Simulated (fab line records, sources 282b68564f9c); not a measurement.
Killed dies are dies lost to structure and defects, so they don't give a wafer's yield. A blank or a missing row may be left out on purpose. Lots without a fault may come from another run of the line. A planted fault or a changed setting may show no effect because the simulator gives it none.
Split-lot experiment | flow rit_cmos | 5 lots, 23 wafers read, on a route of 202 steps

THE SPLIT
At RIT_PLDD_IMPLANT_08, the setting energy_kev was moved away from the recipe's 20 on 9 of the 23 wafers read, by -5.8% to +5.9%. The other wafers ran this setting at the recipe's value.

FROM THE SPLIT TO THE READING: what the file shows between them, 5 steps
- RIT_PLDD_STRIP_09: strips in O2, time 180 s
- RIT_PLDD_TW_MEAS_10
- RIT_NSD_IMPLANT_08 (also split here: energy_kev)
- RIT_PSD_IMPLANT_08 (also split here: dose_cm2)
- RIT_PSD_STRIP_09: strips in O2, time 180 s

THE READING
PLDD_RS, in ohm/sq, at RIT_SDANNEAL_RS_MEAS_06 (measures by four-point-probe). Fault-free wafers of this fab line usually give 178.5 ohm/sq, standard deviation 0.43 ohm/sq.

wafer  | tool, chamber at the split | energy_kev as run | against the recipe | PLDD_RS, ohm/sq | against lot-mates on the recipe
L076.1 | implanter-03, 0            | 20                | recipe             | 177.6           | -
L076.2 | implanter-03, 0            | 20                | recipe             | 178.5           | -
L076.3 | implanter-03, 0            | 20                | recipe             | 178.5           | -
L076.4 | implanter-03, 0            | 20                | recipe             | 177.9           | -
L076.6 | implanter-03, 0            | 20                | recipe             | 178.5           | -
L079.1 | implanter-02, 0            | 18.87             | -5.6%              | 182.1           | +3.8
L079.3 | implanter-02, 0            | 18.87             | -5.6%              | 181.7           | +3.4
L079.4 | implanter-02, 0            | 20                | recipe             | 178.2           | -
L079.5 | implanter-02, 0            | 20                | recipe             | 178.3           | -
L079.6 | implanter-02, 0            | 18.87             | -5.6%              | 182.1           | +3.8
L080.1 | implanter-02, 0            | 20                | recipe             | 178.3           | -
L080.2 | implanter-02, 0            | 20                | recipe             | 178.8           | -
L080.6 | implanter-02, 0            | 20                | recipe             | 178.8           | -
L082.1 | implanter-02, 0            | 21.18             | +5.9%              | 174.7           | -3.5
L082.2 | implanter-02, 0            | 20                | recipe             | 178.4           | -
L082.3 | implanter-02, 0            | 21.18             | +5.9%              | 174.7           | -3.5
L082.4 | implanter-02, 0            | 21.18             | +5.9%              | 174.5           | -3.7
L082.6 | implanter-02, 0            | 20                | recipe             | 178.0           | -
L085.1 | implanter-03, 0            | 18.84             | -5.8%              | 182.5           | +3.6
L085.2 | implanter-03, 0            | 18.84             | -5.8%              | 182.4           | +3.5
L085.3 | implanter-03, 0            | 18.84             | -5.8%              | 182.7           | +3.8
L085.4 | implanter-03, 0            | 20                | recipe             | 178.9           | -
L085.6 | implanter-03, 0            | 20                | recipe             | 178.9           | -

THE FIT
A straight line over all 23 wafers: PLDD_RS changes by -0.659 ohm/sq for each +1% of energy_kev; r = -0.99; the points scatter about the line by 0.35 ohm/sq.
The same after taking each lot's own level away (the mean of its wafers on the recipe; 23 wafers): -0.627 ohm/sq for each +1%; r = -0.99; scatter 0.24 ohm/sq.
On that fit, the largest move of energy_kev shifts the reading by 3.7 ohm/sq.
The lots' own levels span 178.20 to 178.90 ohm/sq, that is 1.6 times the standard deviation above.
So the lot-to-lot level changes the slope little: the two slopes agree.
Check: with one of the wafers moved furthest among these (+5.9%) left out of the fit, the line predicts -3.7 ohm/sq for it against its lot-mates. It came out at -3.5 ohm/sq against them.

OTHER SPLITS ON THESE WAFERS
These wafers also went through other splits before the reading. Each is held against what the fit with the lots' levels taken away leaves over:
other split on the same wafers       | wafers away from the commonest value | r with PLDD_RS (lot level and that fit taken away)
RIT_ACTIVE_COAT_06 resist_thk_nm     | 8                                    | +0.00
RIT_ACTIVE_HARDBAKE_12 temp_c        | 9                                    | -0.21
RIT_NWELL_IMPLANT_08 dose_cm2        | 9                                    | -0.46
RIT_PRETRO_SOFTBAKE_02 temp_c        | 8                                    | +0.02
RIT_PRETRO_DEVELOP_05 develop_time_s | 9                                    | -0.15
RIT_GATE_EXPOSE_13 dose_mj           | 6                                    | +0.11
RIT_GATE_ETCH_19 time_s              | 9                                    | -0.15
RIT_NLDD_IMPLANT_08 dose_cm2         | 12                                   | +0.19
RIT_NSD_IMPLANT_08 energy_kev        | 5                                    | +0.04
RIT_PSD_IMPLANT_08 dose_cm2          | 10                                   | +0.14

THE WHOLE CHAIN: every reading that the file lists as answering this split, in the file's order
step                    | what it does                 | reading                                                         | change (the file's fit)                | r (the file's)
RIT_PLDD_IMPLANT_08     |                              | implant.rp_nm (the simulator's own value, which no gauge read)  | +0.132 nm for each +1% of the setting  | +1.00
RIT_PLDD_IMPLANT_08     |                              | implant.drp_nm (the simulator's own value, which no gauge read) | +0.0687 nm for each +1% of the setting | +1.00
RIT_PLDD_TW_MEAS_10     |                              | PLDD_TW                                                         | +6.7 for each +1% of the setting       | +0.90
RIT_SDANNEAL_RS_MEAS_06 | measures by four-point-probe | PLDD_RS                                                         | -0.63 for each +1% of the setting      | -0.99

THE FILE'S OWN FIT
PLDD_RS changes by -0.63 ohm/sq for each +1% of energy_kev, r = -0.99.
